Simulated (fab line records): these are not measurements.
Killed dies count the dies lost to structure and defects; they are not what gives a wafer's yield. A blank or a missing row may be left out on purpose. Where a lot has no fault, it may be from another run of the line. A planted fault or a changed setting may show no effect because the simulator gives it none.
Problem report, 8D (eight disciplines) form, completed by code    flow rit cmos    the parts of the form that need people (team, actions taken, sign-off) are left out

## 1. THE PROBLEM
Mean M1_AL_RS at RIT_M1_RS_MEAS_01: 0.0528 ohm/sq over 2 wafers in 2 lots; fault-free wafers: 0.0740 ohm/sq, standard deviation 0.00075. Relative to the usual mean, that is a shift of -28 standard deviations.
The step: measures by four-point-probe.
Seen first at day 7 08:38 on film metro-01, wafer L838.1. At this step, 42 wafers from 14 lots have a number in the record. Rule for "out" (also "out of limits"): further than 4 standard deviations from the usual mean. Any other wafer with a number is counted as sound.

## 2. WHAT THIS IS AND IS NOT
question                     is                            is not
which readings at this step  M1_AL_RS                      -
which lots                   L838, L840                    L821, L822, L823, L824, L827, L828, L829, L830, L831, L833, L837, L842
which wafers of those lots   L838.1, L840.4                L838.2, L838.3, L840.2, L840.5
read on which gauges         film metro-01, film metro-02  film metro-04
when                         from day 7 08:38              up to then (32 sound wafers); but 8 sound wafers of L837, L840, L842 came after

## 3. WHAT RULES OUT EACH SUSPECT
Counting: if a tool at a process step up to the reading ran every lot that is out, it stays a suspect. Sound lots after the first of them don't rule it out here, since some wafers of a struck lot are sound.
- ruled out: the gauge at RIT_M1_RS_MEAS_01. The wafers that are out were read on 2 gauges (film metro-01, film metro-02).
- pvd sputter-04 at RIT_M1_SPUTTER_00 (material Al, target thk 400 nm, time 500 s): kept. It ran every lot that is out, first L838 (day 7 08:20); its last sound lot up to then is L831 (day 6 00:09).
Left after counting: pvd sputter-04 at RIT_M1_SPUTTER_00.

## 4. THE CAUSE (what the simulator had put in)
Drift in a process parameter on pvd sputter-04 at RIT_M1_SPUTTER_00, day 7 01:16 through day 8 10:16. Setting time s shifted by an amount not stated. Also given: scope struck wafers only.
Only this tool survived the counting.

## 5. SEQUENCE OF EFFECTS, ordered by route
Each row: a reading where the mean over the struck wafers with a number is more than 3 standard deviations away from the usual. Only readings for which the record gives a usual standard deviation are gone through. hours: the time from each lot's start at the first step in this table that gives one to its start at this step, as a median over the lots. sigmas: the change in usual standard deviations.
hours  step                  reading         usual          on struck wafers  change   sigmas
0      RIT_M1_RS_MEAS_01     M1_AL_RS        0.0740 ohm/sq  0.0528            -0.0212  -28
0      RIT_M1_THK_MEAS_02    M1_AL_THK       404 nm         564               +160     +33
2      RIT_M1_METAL_ETCH_12  oes product au  0.775 a.u.     0.952             +0.176   +16
The process steps in it:
- RIT_M1_METAL_ETCH_12: etches Al in Cl2/BCl3, stops on SiO2, time 165 s, target depth 600 nm.

## 6. HOW IT WOULD HAVE BEEN CAUGHT EARLIER
7 hours passed between the start of the fault at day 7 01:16 and the first reading out of limits at a measuring or inspecting step in this record, taken at day 7 08:38.
Of the tool readings at RIT_M1_SPUTTER_00 for which the record gives a usual standard deviation, none was out on any struck wafer, so an alarm limit of 4 standard deviations on them would not have fired.
L840, from the lots that are out (2), started RIT_M1_SPUTTER_00 on pvd sputter-04 later than day 7 08:38. It would have been spared by a hold on the tool at that moment.
